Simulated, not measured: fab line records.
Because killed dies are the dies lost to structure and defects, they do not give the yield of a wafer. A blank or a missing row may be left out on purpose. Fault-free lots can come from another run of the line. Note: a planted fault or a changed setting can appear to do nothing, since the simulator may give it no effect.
Commonality check across tools + flow berkeleyCmos170 + Sample size 14 lots and 42 wafers

== REASON FOR OPENING ==
2 of 14 lots carry a flag on the reading PSD_RS at UCB170_SDANNEAL_RS_MEAS_02. Fault-free wafers read 75.6 ohm/sq, with a standard deviation of 0.33.
Rule: a lot is flagged in two cases, either no wafer of it has a number, or all its wafers with numbers fall more than 4 standard deviations from that mean. The other lots count as sound.

| lot  | measured     | on           | PSD_RS (ohm/sq), wafer by wafer | flag    |
|------|--------------|--------------|---------------------------------|---------|
| L336 | day 6 17:04  | filmMetro-04 | 75.7 75.5 75.8                  |         |
| L337 | day 6 17:34  | filmMetro-01 | 75.4 75.3 75.6                  |         |
| L338 | day 6 21:17  | filmMetro-03 | 75.2 75.6 75.3                  |         |
| L339 | day 7 05:13  | filmMetro-04 | 76.1 76.2 75.9                  |         |
| L340 | day 7 16:51  | filmMetro-04 | 75.6 75.2 75.7                  |         |
| L342 | day 8 00:15  | filmMetro-03 | 75.1 74.8 74.9                  |         |
| L344 | day 8 15:01  | filmMetro-01 | 75.3 75.5 75.3                  |         |
| L345 | day 9 05:39  | filmMetro-03 | 75.8 76.0 75.7                  |         |
| L349 | day 9 13:27  | filmMetro-01 | 75.3 75.3 75.0                  |         |
| L350 | day 9 16:37  | filmMetro-04 | 74.9 75.0 75.3                  |         |
| L352 | day 9 17:08  | filmMetro-03 | 65.3 65.6 65.5                  | FLAGGED |
| L353 | day 10 03:32 | filmMetro-01 | 66.1 65.8 65.8                  | FLAGGED |
| L356 | day 11 02:28 | filmMetro-01 | 74.9 75.4 75.5                  |         |
| L358 | day 11 12:09 | filmMetro-01 | 75.8 75.8 75.5                  |         |
The numbers of the flagged lots are 65.7 ohm/sq on average: -9.9 ohm/sq against the usual, or -30 standard deviations.

== EACH LOT AND THE TOOL IT RAN ON ==
The record keeps 1 process step preceding the reading, out of 331 steps on the route. Cell contents, in order: the tool; ch with the chambers the sampled wafers went through; the start.
| lot  | flag    | UCB170_SDANNEAL_RTA_01          |
|------|---------|---------------------------------|
| L336 |         | rtpAnneal-02 ch 0, day 6 17:00  |
| L337 |         | rtpAnneal-01 ch 0, day 6 17:29  |
| L338 |         | rtpAnneal-01 ch 0, day 6 21:14  |
| L339 |         | rtpAnneal-01 ch 0, day 7 05:09  |
| L340 |         | rtpAnneal-02 ch 0, day 7 16:47  |
| L342 |         | rtpAnneal-02 ch 0, day 8 00:11  |
| L344 |         | rtpAnneal-01 ch 0, day 8 14:57  |
| L345 |         | rtpAnneal-02 ch 0, day 9 05:35  |
| L349 |         | rtpAnneal-02 ch 0, day 9 13:23  |
| L350 |         | rtpAnneal-02 ch 0, day 9 16:34  |
| L352 | FLAGGED | rtpAnneal-02 ch 0, day 9 17:04  |
| L353 | FLAGGED | rtpAnneal-02 ch 0, day 10 03:29 |
| L356 |         | rtpAnneal-01 ch 0, day 11 02:24 |
| L358 |         | rtpAnneal-01 ch 0, day 11 12:02 |
What is done by these steps:
- UCB170_SDANNEAL_RTA_01: time 5 s.
- UCB170_SDANNEAL_RS_MEAS_02: measures by four-point-probe.

== FLAGGED AGAINST TOTAL, ONE TOOL AT A TIME (gauges that did the reading follow at the end) ==
| step                       | tool         | lots run | flagged | share of the flagged lots | sound lots run after its first flagged lot |
|----------------------------|--------------|----------|---------|---------------------------|--------------------------------------------|
| UCB170_SDANNEAL_RTA_01     | rtpAnneal-01 | 6        | 0       | none                      | -                                          |
| UCB170_SDANNEAL_RTA_01     | rtpAnneal-02 | 8        | 2       | all                       | 0                                          |
| UCB170_SDANNEAL_RS_MEAS_02 | filmMetro-01 | 6        | 1       | some                      | 2 (L356,L358)                              |
| UCB170_SDANNEAL_RS_MEAS_02 | filmMetro-03 | 4        | 1       | some                      | 0                                          |
| UCB170_SDANNEAL_RS_MEAS_02 | filmMetro-04 | 4        | 0       | none                      | -                                          |

== WHAT IS ALLOWED BY THE TABLE ==
All flagged lots share 1 row of the table, namely rtpAnneal-02 at UCB170_SDANNEAL_RTA_01.
- rtpAnneal-02 at UCB170_SDANNEAL_RTA_01 ran 8 lots, 2 of them flagged. Last sound lot L350 at day 9 16:34, first flagged lot L352 at day 9 17:04; a fault beginning in between fits. Its own readings (wafer_temp_C_max) fall more than 4 standard deviations out on all wafers of the flagged lots.
One tool is left: rtpAnneal-02 at UCB170_SDANNEAL_RTA_01.

== WHAT THE SIMULATOR PUT IN ==
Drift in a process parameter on rtpAnneal-02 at UCB170_SDANNEAL_RTA_01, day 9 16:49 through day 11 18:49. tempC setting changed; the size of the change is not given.
Struck lots among those shown: L352, L353. Same finding as the rule above.
